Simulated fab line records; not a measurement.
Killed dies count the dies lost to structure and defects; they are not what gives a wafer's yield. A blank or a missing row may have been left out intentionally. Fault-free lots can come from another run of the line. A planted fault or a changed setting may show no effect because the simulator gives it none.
2 desks looking at one fault ; flow rit_cmos ; each desk holds nothing but its own numbers, with what lay behind them at the end

AT THE TOOL OWNER'S DESK: pvd_sputter-01
The tool's own readings at RIT_SILICIDE_SPUTTER_01 (material Ti, target thk 30 nm, time 240 s): means of the sampled wafers that have a number, for each lot that ran on this tool. Any lot whose mean is over 4 standard deviations away from the usual mean is out of limits and marked OUT; that distance is given in the brackets.
Columns: A = throttle_valve_pct at RIT_SILICIDE_SPUTTER_01, usual 30.1 %
lot;first seen here;A
L701;day 3 07:03;30.0
L702;day 3 11:07;29.7
L704;day 3 21:17;30.0
L706;day 4 08:08;30.5
L708;day 4 17:13;30.5
L721;day 7 12:27;30.5
L723;day 7 21:19;30.1
Finding of this desk: none of the 7 lots has anything out of limits.

METROLOGY DESK
Lot by lot, what the gauges showed, no matter which tool ran the lot: averages of those sampled wafers that carry a number. Any lot whose mean is over 4 standard deviations away from the usual mean is out of limits and marked OUT; that distance is given in the brackets.
Columns: A = SILICIDE_TI_RS at RIT_SILICIDE_RS_MEAS_02, usual 47.8 ohm/sq; B = SILICIDE_TI_THK at RIT_SILICIDE_THK_MEAS_03, usual 30.1 nm
lot;first seen here;A;B
L700;day 3 05:13;48.9;29.6
L701;day 3 07:12;47.6;30.4
L702;day 3 11:18;47.9;30.0
L704;day 3 21:27;77.6 (+41) OUT;24.5 (-14) OUT
L705;day 4 05:11;46.5;30.5
L706;day 4 08:19;79.0 (+43) OUT;24.5 (-14) OUT
L707;day 4 14:29;47.7;30.0
L708;day 4 17:22;76.4 (+39) OUT;24.9 (-13) OUT
L712;day 5 17:49;48.0;29.6
L714;day 6 01:34;48.5;29.7
L716;day 6 11:21;47.7;30.3
L718;day 6 20:06;47.6;30.4
L720;day 7 05:09;48.0;29.8
L721;day 7 12:37;48.0;30.1
L723;day 7 21:29;48.3;30.0
Finding of this desk: L704, L706, L708 out of limits, first seen on L704 at day 3 21:27 (SILICIDE_TI_RS at RIT_SILICIDE_RS_MEAS_02). L700, L701, L702, L705, L707, L712, L714, L716, L718, L720, L721, L723 stayed within limits.

BROUGHT TOGETHER
On L704, L706, L708, the metrology desk was in a position to raise an alarm at day 3 21:27.
The desk of the tool owner found nothing out of limits.
On record at the tool owner's desk: L704, L706, L708, within its limits.
On pvd_sputter-01, each named lot ran RIT_SILICIDE_SPUTTER_01.

WHAT THE SIMULATOR PUT IN
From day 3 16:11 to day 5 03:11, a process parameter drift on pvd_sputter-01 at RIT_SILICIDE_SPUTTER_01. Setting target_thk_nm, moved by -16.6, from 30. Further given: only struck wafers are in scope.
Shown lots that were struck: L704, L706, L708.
Delay in hours, fault start to first out-of-limits reading, per desk: metrology desk 5.
